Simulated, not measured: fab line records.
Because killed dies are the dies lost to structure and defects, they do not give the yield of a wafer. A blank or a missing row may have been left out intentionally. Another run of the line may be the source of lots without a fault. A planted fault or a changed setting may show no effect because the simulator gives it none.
Tool commonality check || flow rit cmos || Lots sampled 14, wafers sampled 42

WHY IT WAS OPENED
At RIT_REOX_THK_MEAS_04 the reading REOX_OXIDE_THK is flagged on 2 of 14 lots. Wafers without a fault read 24.8 nm, standard deviation 0.59.
Rule: a lot gets a flag if all its wafers with a number sit over 4 standard deviations from that mean, or if no wafer of it has a number. As for the other lots, they are considered sound.

{"lot": "L282", "measured": "day 3 00:34", "on": "film metro-03", "REOX_OXIDE_THK (nm), wafer by wafer": "24.3 24.3 24.3", "flag": ""}
{"lot": "L283", "measured": "day 3 14:11", "on": "film metro-01", "REOX_OXIDE_THK (nm), wafer by wafer": "24.9 25.2 25.2", "flag": ""}
{"lot": "L284", "measured": "day 3 14:11", "on": "film metro-03", "REOX_OXIDE_THK (nm), wafer by wafer": "25.0 25.2 24.9", "flag": ""}
{"lot": "L285", "measured": "day 4 00:25", "on": "film metro-02", "REOX_OXIDE_THK (nm), wafer by wafer": "24.5 24.3 24.3", "flag": ""}
{"lot": "L286", "measured": "day 4 06:02", "on": "film metro-03", "REOX_OXIDE_THK (nm), wafer by wafer": "24.2 24.0 23.9", "flag": ""}
{"lot": "L287", "measured": "day 4 12:41", "on": "film metro-02", "REOX_OXIDE_THK (nm), wafer by wafer": "23.6 23.8 23.6", "flag": ""}
{"lot": "L288", "measured": "day 4 14:53", "on": "film metro-02", "REOX_OXIDE_THK (nm), wafer by wafer": "25.1 25.3 24.8", "flag": ""}
{"lot": "L289", "measured": "day 4 14:53", "on": "film metro-03", "REOX_OXIDE_THK (nm), wafer by wafer": "24.8 24.7 24.8", "flag": ""}
{"lot": "L291", "measured": "day 5 00:19", "on": "film metro-01", "REOX_OXIDE_THK (nm), wafer by wafer": "25.1 25.0 25.2", "flag": ""}
{"lot": "L294", "measured": "day 5 14:21", "on": "film metro-02", "REOX_OXIDE_THK (nm), wafer by wafer": "27.4 27.7 28.2", "flag": "FLAGGED"}
{"lot": "L295", "measured": "day 5 17:21", "on": "film metro-01", "REOX_OXIDE_THK (nm), wafer by wafer": "25.5 25.7 25.8", "flag": ""}
{"lot": "L296", "measured": "day 5 23:53", "on": "film metro-02", "REOX_OXIDE_THK (nm), wafer by wafer": "27.9 27.3 27.3", "flag": "FLAGGED"}
{"lot": "L303", "measured": "day 7 15:37", "on": "film metro-03", "REOX_OXIDE_THK (nm), wafer by wafer": "25.1 24.4 24.7", "flag": ""}
{"lot": "L304", "measured": "day 7 19:29", "on": "film metro-02", "REOX_OXIDE_THK (nm), wafer by wafer": "25.9 25.3 25.4", "flag": ""}
Average over the flagged lots: 27.6 nm; offset from the usual +2.8 nm, equal to +5 standard deviations.

LOT BY LOT: THE TOOL USED
The record keeps 1 process step preceding the reading, out of 202 steps on the route. Cell contents, in order: the tool; ch with the chambers the sampled wafers went through; the start.
{"lot": "L282", "flag": "", "RIT_REOX_OXIDATION_03": "furnace-01 ch 0, day 2 22:01"}
{"lot": "L283", "flag": "", "RIT_REOX_OXIDATION_03": "furnace-03 ch 0, day 3 11:38"}
{"lot": "L284", "flag": "", "RIT_REOX_OXIDATION_03": "furnace-03 ch 0, day 3 11:38"}
{"lot": "L285", "flag": "", "RIT_REOX_OXIDATION_03": "furnace-01 ch 0, day 3 21:52"}
{"lot": "L286", "flag": "", "RIT_REOX_OXIDATION_03": "furnace-01 ch 0, day 4 03:29"}
{"lot": "L287", "flag": "", "RIT_REOX_OXIDATION_03": "furnace-01 ch 0, day 4 10:07"}
{"lot": "L288", "flag": "", "RIT_REOX_OXIDATION_03": "furnace-03 ch 0, day 4 12:20"}
{"lot": "L289", "flag": "", "RIT_REOX_OXIDATION_03": "furnace-03 ch 0, day 4 12:20"}
{"lot": "L291", "flag": "", "RIT_REOX_OXIDATION_03": "furnace-04 ch 0, day 4 21:44"}
{"lot": "L294", "flag": "FLAGGED", "RIT_REOX_OXIDATION_03": "furnace-03 ch 0, day 5 11:47"}
{"lot": "L295", "flag": "", "RIT_REOX_OXIDATION_03": "furnace-04 ch 0, day 5 14:47"}
{"lot": "L296", "flag": "FLAGGED", "RIT_REOX_OXIDATION_03": "furnace-03 ch 0, day 5 21:20"}
{"lot": "L303", "flag": "", "RIT_REOX_OXIDATION_03": "furnace-01 ch 0, day 7 13:03"}
{"lot": "L304", "flag": "", "RIT_REOX_OXIDATION_03": "furnace-01 ch 0, day 7 16:55"}
These steps, and what they do:
- RIT_REOX_OXIDATION_03: target thk 25.2 nm, ox time 5580 s.
- RIT_REOX_THK_MEAS_04

FLAGGED AGAINST TOTAL, ONE TOOL AT A TIME (gauges that did the reading follow at the end)
{"step": "RIT_REOX_OXIDATION_03", "tool": "furnace-01", "lots run": 6, "flagged": 0, "share of the flagged lots": "none", "sound lots run after its first flagged lot": "-"}
{"step": "RIT_REOX_OXIDATION_03", "tool": "furnace-03", "lots run": 6, "flagged": 2, "share of the flagged lots": "all", "sound lots run after its first flagged lot": 0}
{"step": "RIT_REOX_OXIDATION_03", "tool": "furnace-04", "lots run": 2, "flagged": 0, "share of the flagged lots": "none", "sound lots run after its first flagged lot": "-"}
{"step": "RIT_REOX_THK_MEAS_04", "tool": "film metro-01", "lots run": 3, "flagged": 0, "share of the flagged lots": "none", "sound lots run after its first flagged lot": "-"}
{"step": "RIT_REOX_THK_MEAS_04", "tool": "film metro-02", "lots run": 6, "flagged": 2, "share of the flagged lots": "all", "sound lots run after its first flagged lot": "1 (L304)"}
{"step": "RIT_REOX_THK_MEAS_04", "tool": "film metro-03", "lots run": 5, "flagged": 0, "share of the flagged lots": "none", "sound lots run after its first flagged lot": "-"}

WHAT THE TABLE ALLOWS
In 2 table rows, all flagged lots were run: furnace-03 (RIT_REOX_OXIDATION_03), film metro-02 (RIT_REOX_THK_MEAS_04).
- furnace-03 at RIT_REOX_OXIDATION_03: 2 of its 6 lots flagged. It ran its last sound lot, L288, at day 4 12:20 and its first flagged lot, L294, at day 5 11:47: a fault with its onset between the two fits. Its own readings (spike tc centre C, spike tc load C, spike tc source C) fall more than 4 standard deviations out on all wafers of the flagged lots.
- film metro-02 at RIT_REOX_THK_MEAS_04: 2 of its 6 lots flagged. Sound lots followed the first flagged one (L304) on it, something a lasting fault affecting the whole tool could not allow.
Just one tool remains: furnace-03 at RIT_REOX_OXIDATION_03.

WHAT THE SIMULATOR HAD PUT IN
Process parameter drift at RIT_REOX_OXIDATION_03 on furnace-03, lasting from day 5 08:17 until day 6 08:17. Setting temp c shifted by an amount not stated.
Struck lots among those shown: L294, L296. The rule above reached the same finding.
